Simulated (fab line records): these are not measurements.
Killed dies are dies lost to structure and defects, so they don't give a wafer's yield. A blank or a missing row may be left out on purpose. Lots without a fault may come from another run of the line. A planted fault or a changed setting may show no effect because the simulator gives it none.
Comparing a struck lot with a sound one ; flow rit-cmos ; 15 out of 202 route steps
Sound: these wafers, L296.1, L296.2, L296.4. The struck wafers were L310.4, L310.5, L310.6. The cause comes at the end.
Per side, at each step with rows, come the tool, then ch with its chambers, and then its first start. Under that, the readings that differ: sound wafers ; struck wafers ; difference of the means ; sigmas: that difference in standard deviations of wafers without a fault.
alike: a reading whose means differ by less than 2 such deviations, as well as words and numbers matching on both sides. not compared: withheld readings; readings where some wafer has no value; bounds like >300 that might hide an equal value; numbers whose values overlap and for which the record gives no deviation.
Wherever a step has rows on one side only, a row that says differs or no value, or a row with sigmas, the two part there. Non-overlapping numbers with no deviation appear without sigmas and do not part them. A reading missing from all wafers of one side parts the sides only when that side holds two or more wafers.

first, 2 steps without rows for these wafers: RIT_NLDD_PEB_04; RIT_NLDD_DEVELOP_05 (develop time 50 s).
RIT_NLDD_OVL_MEAS_06:
  sound on overlay-01 at day 2 20:07; struck on overlay-02 at day 5 16:01
  alike: NLDD_OVL
then, 2 steps without rows for these wafers: RIT_NLDD_HARDBAKE_07 (time 60 s); RIT_NLDD_IMPLANT_08.
RIT_NLDD_STRIP_09: strips in O2, time 180 s.
  sound on plasma-asher-03 ch 0,1, day 2 20:27; struck on plasma-asher-04 ch 0,1, day 5 16:23
  alike: drypump-motor-current-A
  not compared: rf-hours-counter-h
RIT_NLDD_TW_MEAS_10:
  sound on film-metro-03 at day 2 20:38; struck on film-metro-04 at day 5 16:32
  alike: NLDD_TW
then, 5 steps without rows for these wafers: RIT_PLDD_HMDS_00 (prime time 60 s); RIT_PLDD_COAT_01 (resist thk 1000 nm); RIT_PLDD_SOFTBAKE_02 (time 60 s); RIT_PLDD_EXPOSE_03 (exposes mask M8, target cd 40900 nm); RIT_PLDD_PEB_04.
RIT_PLDD_DEVELOP_05: develop time 50 s.
  sound on litho-track-02 ch 0, day 2 21:00; struck on litho-track-02 ch 0, day 5 17:00
reading;sound;struck;difference;sigmas
developer-temp-C (C);23.00 22.93 22.99;22.14 21.90 21.98;-0.97;-10
  alike: chill-plate-temp-C
RIT_PLDD_OVL_MEAS_06:
  sound on overlay-02 at day 2 21:40; struck on overlay-01 at day 5 17:26
  alike: PLDD_OVL
RIT_M1_PROBE_99:
  sound wafers here have rows in the record (prober-01, day 3 12:07); struck ones have none

== WHERE THEY PART ==
At RIT_PLDD_DEVELOP_05 first; at RIT_M1_PROBE_99 last (within this record only).

WHY: what had been put in by the simulator
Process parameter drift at RIT_PLDD_DEVELOP_05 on litho-track-02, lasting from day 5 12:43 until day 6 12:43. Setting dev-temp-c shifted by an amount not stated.
